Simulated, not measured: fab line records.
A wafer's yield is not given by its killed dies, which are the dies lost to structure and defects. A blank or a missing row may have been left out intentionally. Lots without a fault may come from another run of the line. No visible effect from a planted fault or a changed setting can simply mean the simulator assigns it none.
2 desks, one fault / flow berkeley cmos170 / numbers are kept per desk, each desk with only its own; the story behind them comes last

THE TOOL OWNER'S DESK: plasma asher-04
The tool's own readings at UCB170_PVT_STRIP_08 (strips in O2): means of the sampled wafers that have a number, for each lot that ran on this tool. Marked OUT: a lot whose mean sits more than 4 standard deviations from the usual mean, which makes it out of limits; the brackets give that distance.
Columns: A = drypump motor current A at UCB170_PVT_STRIP_08, usual 5.8 A; B = oes product au at UCB170_PVT_STRIP_08, usual 0.735 a.u.; C = strip time to endpoint s at UCB170_PVT_STRIP_08, usual 21.64 s
lot=L663; first seen here=day 6 05:58; A=5.3; B=0.734; C=21.60
lot=L668; first seen here=day 7 11:59; A=5.4; B=0.733; C=21.57
lot=L671; first seen here=day 8 04:21; A=5.3; B=0.812 (+18) OUT; C=21.60
lot=L674; first seen here=day 9 03:04; A=5.2; B=0.813 (+18) OUT; C=21.71
This desk finds L671, L674 out of limits, L671 being first, at day 8 04:21 (oes product au at UCB170_PVT_STRIP_08). Within limits: L663, L668.

THE METROLOGY DESK
Means of the sampled wafers that have a number, per lot and without regard to the tool the lot ran on: this is what the gauges read. Marked OUT: a lot whose mean sits more than 4 standard deviations from the usual mean, which makes it out of limits; the brackets give that distance.
Columns: A = cd nm at UCB170_CONTACT_CD_MEAS_15, usual 699.4 nm; B = V1_BOW at UCB170_V1_BOW_MEAS_03, usual 19 um
lot=L659; first seen here=day 6 20:58; A=700.8; B=14
lot=L660; first seen here=day 7 03:15; A=697.9; B=23
lot=L661; first seen here=day 7 04:07; A=698.4; B=15
lot=L663; first seen here=day 7 14:02; A=700.1; B=17
lot=L662; first seen here=day 7 16:14; A=699.8; B=23
lot=L664; first seen here=day 8 12:11; A=698.3; B=16
lot=L666; first seen here=day 8 19:05; A=697.9; B=15
lot=L668; first seen here=day 8 22:44; A=701.7; B=14
lot=L671; first seen here=day 9 13:38; A=700.3; B=26
lot=L674; first seen here=day 10 20:12; A=698.2; B=15
lot=L676; first seen here=day 11 02:17; A=699.0; B=19
lot=L677; first seen here=day 11 02:34; A=699.7; B=21
lot=L680; first seen here=day 11 12:25; A=698.9; B=20
lot=L682; first seen here=day 11 19:28; A=699.1; B=17
This desk's verdict: no lot among the 14 shows anything out of limits.

BROUGHT TOGETHER
The tool owner's desk had the chance to raise an alarm at day 8 04:21 on L671, L674.
The metrology desk saw nothing out of limits.
The metrology desk has L671, L674 on record, within its limits.
All the named lots went through UCB170_PVT_STRIP_08 on plasma asher-04.

WHAT THE SIMULATOR HAD INSERTED
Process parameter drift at UCB170_PVT_STRIP_08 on plasma asher-04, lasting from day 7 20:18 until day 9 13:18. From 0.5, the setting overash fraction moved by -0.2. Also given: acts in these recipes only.
Lots struck among those shown: L671, L674.
How many hours passed from the start of the fault until each desk's first out-of-limits reading: the tool owner's desk, 8.
